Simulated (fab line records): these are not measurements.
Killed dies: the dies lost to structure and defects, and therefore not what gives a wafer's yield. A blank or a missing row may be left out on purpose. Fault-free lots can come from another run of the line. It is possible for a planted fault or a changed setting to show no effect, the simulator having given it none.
Which tool did it?	flow berkeley_cmos170	42 wafers from 14 lots sampled at 4 of the route's 331 steps

WHAT THE GAUGES READ, wafer by wafer
UCB170_V1_CD_MEAS_90: target cd 700 nm. Usual: 699.8 nm for cd_nm, sd 1.6.
lot	measured	on	cd_nm (nm)	flag
L714	day 8 08:55	cd_sem-02	702.1 702.3 702.3	
L711	day 8 09:12	cd_sem-01	698.7 700.0 699.0	
L710	day 8 10:44	cd_sem-02	699.7 699.3 699.3	
L713	day 8 19:35	cd_sem-02	700.3 698.8 697.7	
L718	day 9 17:10	cd_sem-01	699.3 700.8 701.8	
L717	day 9 18:27	cd_sem-02	702.0 701.7 702.5	
L719	day 9 20:06	cd_sem-01	695.1 697.5 695.5	
L724	day 10 22:43	cd_sem-01	699.3 699.2 699.8	
L725	day 10 22:52	cd_sem-01	697.0 698.7 697.0	
L728	day 11 18:41	cd_sem-01	697.8 698.6 699.1	
L729	day 11 20:04	cd_sem-02	701.6 701.9 700.2	
L731	day 12 08:29	cd_sem-02	699.7 700.2 699.1	
L733	day 12 18:52	cd_sem-02	699.8 699.2 699.2	
L732	day 12 20:05	cd_sem-01	697.6 698.2 698.1	

UCB170_V2_BOW_MEAS_03. Usual: V2_BOW gives 36 um (standard deviation 7.2).
lot	measured	on	V2_BOW (um)	flag
L714	day 8 15:25	film_metro-01	35 46 41	
L711	day 8 15:50	film_metro-03	28 44 49	
L710	day 8 16:56	film_metro-02	32 36 38	
L713	day 9 02:38	film_metro-02	43 35 47	
L718	day 9 21:19	film_metro-01	30 37 32	
L717	day 9 22:40	film_metro-02	31 43 30	
L719	day 9 23:43	film_metro-02	34 30 42	
L724	day 11 04:10	film_metro-02	33 33 31	
L725	day 11 03:58	film_metro-03	41 28 39	
L728	day 11 21:58	film_metro-02	47 41 43	
L729	day 11 23:13	film_metro-03	44 45 39	
L731	day 12 11:47	film_metro-03	41 35 30	
L733	day 12 22:19	film_metro-01	42 26 30	
L732	day 12 23:26	film_metro-03	30 33 34	

UCB170_V2_CD_MEAS_12: target cd 700 nm. Usual: 699.9 nm for cd_nm, sd 1.5.
lot	measured	on	cd_nm (nm)	flag
L714	day 8 19:52	cd_sem-02	698.4 698.1 699.0	
L711	day 8 20:33	cd_sem-01	698.0 698.4 697.4	
L710	day 8 21:17	cd_sem-01	699.0 698.7 700.6	
L713	day 9 04:01	cd_sem-01	701.2 701.5 700.4	
L718	day 9 22:53	cd_sem-02	700.2 700.6 700.3	
L717	day 9 23:59	cd_sem-02	704.9 705.3 706.1	OFF
L719	day 10 00:54	cd_sem-02	705.6 705.3 704.5	OFF
L724	day 11 06:21	cd_sem-02	701.0 700.8 701.9	
L725	day 11 06:04	cd_sem-01	700.9 702.2 701.5	
L728	day 11 23:18	cd_sem-02	700.7 700.0 701.4	
L729	day 12 01:18	cd_sem-01	698.3 699.4 698.2	
L731	day 12 12:59	cd_sem-01	698.6 698.7 699.0	
L733	day 12 23:31	cd_sem-02	700.4 698.9 700.1	
L732	day 13 00:50	cd_sem-01	701.6 699.4 700.9	

TOOL THAT RAN EACH LOT (tool first, then ch and the chambers of the sampled wafers, then the start)
lot	UCB170_V2_PEB_10
L714	litho_track-02 ch 0, day 8 19:00
L711	litho_track-01 ch 0, day 8 20:00
L710	litho_track-01 ch 0, day 8 21:00
L713	litho_track-01 ch 0, day 9 03:44
L718	litho_track-01 ch 0, day 9 22:37
L717	litho_track-02 ch 0, day 9 23:43
L719	litho_track-02 ch 0, day 10 00:38
L724	litho_track-04 ch 0, day 11 06:05
L725	litho_track-04 ch 0, day 11 05:47
L728	litho_track-04 ch 0, day 11 23:02
L729	litho_track-04 ch 0, day 12 01:02
L731	litho_track-01 ch 0, day 12 12:43
L733	litho_track-02 ch 0, day 12 23:14
L732	litho_track-02 ch 0, day 13 00:29
- UCB170_V2_PEB_10

WHAT THE TOOLS THEMSELVES READ (means of the sampled wafers that have a number; where no wafer has one, the mark that the record gives instead)
UCB170_V2_PEB_10. Usual: 129.99 C for plate_temp_C, sd 0.14.
lot	tool	plate_temp_C (C)	flag
L714	litho_track-02	130.06	
L711	litho_track-01	129.94	
L710	litho_track-01	129.98	
L713	litho_track-01	130.02	
L718	litho_track-01	130.09	
L717	litho_track-02	130.13	
L719	litho_track-02	130.00	
L724	litho_track-04	129.82	
L725	litho_track-04	129.99	
L728	litho_track-04	129.86	
L729	litho_track-04	130.08	
L731	litho_track-01	130.07	
L733	litho_track-02	129.93	
L732	litho_track-02	129.97	

THE ANSWER, worked out from the rows above alone
Rule: a lot counts as off when the mean over its wafers that have a number is more than 3 standard deviations away from the usual mean. Also off: a lot with no number at a reading for which 4 or more lots have one. The other lots that the step has rows for count as sound. Order of review: gauges by route order, followed by the tools' own readings, for which a lot's mean as printed above is used. The first step at which some lot is off is used, and at that step the reading that is off furthest; a lot without a number counts as furthest.
Off at UCB170_V2_CD_MEAS_12 (cd_nm): L717, L719.
If a tool, at a process step before that reading, ran all the lots that are off and no sound lot after the first of them, it fits. Gauges at UCB170_V2_CD_MEAS_12: tried the same way as those tools. No candidate that was tried fits.

WHAT THE SIMULATOR HAD PUT IN
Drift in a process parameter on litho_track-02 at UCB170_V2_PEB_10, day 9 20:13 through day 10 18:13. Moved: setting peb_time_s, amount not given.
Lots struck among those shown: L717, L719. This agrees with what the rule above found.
